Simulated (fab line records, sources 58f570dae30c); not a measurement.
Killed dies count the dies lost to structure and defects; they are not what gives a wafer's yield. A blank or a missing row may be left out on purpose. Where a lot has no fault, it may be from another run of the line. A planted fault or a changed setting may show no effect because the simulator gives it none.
Problem report in the 8D (eight disciplines) form, filled by code / flow berkeley cmos170 / the parts of the form that need people (team, actions taken, sign-off) are left out

## 1. THE ISSUE
At UCB170_M3_CD_MEAS_90, cd nm averages 684 nm over 2 wafers from 2 lots, while fault-free wafers read 700 nm, standard deviation 3.3. Relative to the usual mean, that is a shift of -4.8 standard deviations.
The step: target cd 700 nm.
Earliest sighting: wafer L348.4 on cd sem-01 at day 10 08:26. Wafers with a number at this step in the record: 42, from 14 lots. Rule for "out" (also "out of limits"): further than 4 standard deviations from the usual mean. All remaining wafers that have a number are taken as sound.

## 2. WHAT IT IS, WHAT IT ISN'T
question=which readings at this step | is=cd nm | is not=-
question=which lots | is=L348, L351 | is not=L338, L339, L340, L343, L344, L345, L352, L354, L356, L357, L359, L361
question=which wafers of those lots | is=L348.4, L351.5 | is not=L348.2, L348.3, L351.2, L351.6
question=read on which gauges | is=cd sem-01 | is not=cd sem-02
question=when | is=from day 10 08:26 | is not=up to then (20 sound wafers); but 20 sound wafers of L351, L352, L354, L356, L357, L359, L361 came after

## 3. SUSPECTS, AND WHAT RULES EACH OUT
Counting: a tool at a process step up to the reading stays a suspect if it ran every lot that is out. Sound lots after the first of them don't rule it out here, since some wafers of a struck lot are sound.
- the gauge at UCB170_M3_CD_MEAS_90: ruled out. All the wafers that are out were read on cd sem-01, but those of them that UCB170_M3_METAL_ETCH_18 has rows for are out there too, on other tools.
- rie metal-04 at UCB170_M3_METAL_ETCH_18 (etches Al in Cl2/BCl3, stops on SiO2, target depth 1170 nm, time 195 s): kept. It processed each lot that is out (first: L348, day 10 08:08); up to then, its last sound lot is L344 (day 9 06:29). Its own readings are out on those wafers: rf fwd power W.
- plasma asher-04 at UCB170_M3_STRIP_19 (strips in O2): kept. It processed each lot that is out (first: L348, day 10 08:19); up to then, its last sound lot is L345 (day 9 06:34). Its own readings are out on those wafers: oes product au.
- The sound lot-mates ran in chamber 1 of rie metal-04 at UCB170_M3_METAL_ETCH_18, but the wafers that are out ran in chamber 0.
Remaining after the count are rie metal-04 at UCB170_M3_METAL_ETCH_18 and plasma asher-04 at UCB170_M3_STRIP_19.

## 4. THE CAUSE (what the simulator had put in)
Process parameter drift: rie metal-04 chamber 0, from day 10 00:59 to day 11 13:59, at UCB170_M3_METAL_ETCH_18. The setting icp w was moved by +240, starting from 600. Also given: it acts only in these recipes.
Of the 2 suspects that counting leaves, this tool is one.

## 5. SEQUENCE OF EFFECTS, ordered by route
Rows list readings where the struck wafers' mean (over those with a number) sits beyond 3 standard deviations from the usual. Scope: only readings with a usual standard deviation given in the record; hours: median across lots of the time from each lot's start at the first step in this table that gives one to its start at this step; sigmas: change in usual standard deviations.
hours=0; step=UCB170_M3_METAL_ETCH_18; reading=rf fwd power W; usual=597.7 W; on struck wafers=838.2; change=+240.5; sigmas=+99 or more
hours=0; step=UCB170_M3_STRIP_19; reading=oes product au; usual=0.542 a.u.; on struck wafers=0.311; change=-0.231; sigmas=-15
hours=0; step=UCB170_M3_CD_MEAS_90; reading=cd nm; usual=700 nm; on struck wafers=684; change=-16; sigmas=-4.8
It contains these process steps:
- UCB170_M3_METAL_ETCH_18: etches Al in Cl2/BCl3, stops on SiO2, target depth 1170 nm, time 195 s.
- UCB170_M3_STRIP_19: strips in O2.

## 6. HOW IT WOULD HAVE BEEN CAUGHT EARLIER
7 hours passed between the start of the fault at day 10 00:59 and the first reading out of limits at a measuring or inspecting step in this record, taken at day 10 08:26.
At UCB170_M3_METAL_ETCH_18, the tool's own readings (rf fwd power W) were out on each struck wafer the step has a row for, so an alarm limit on them would have fired on the first such wafer.
Of the lots that are out (2), L351 began UCB170_M3_METAL_ETCH_18 on rie metal-04 after day 10 08:26. Holding the tool at that time would have saved it.
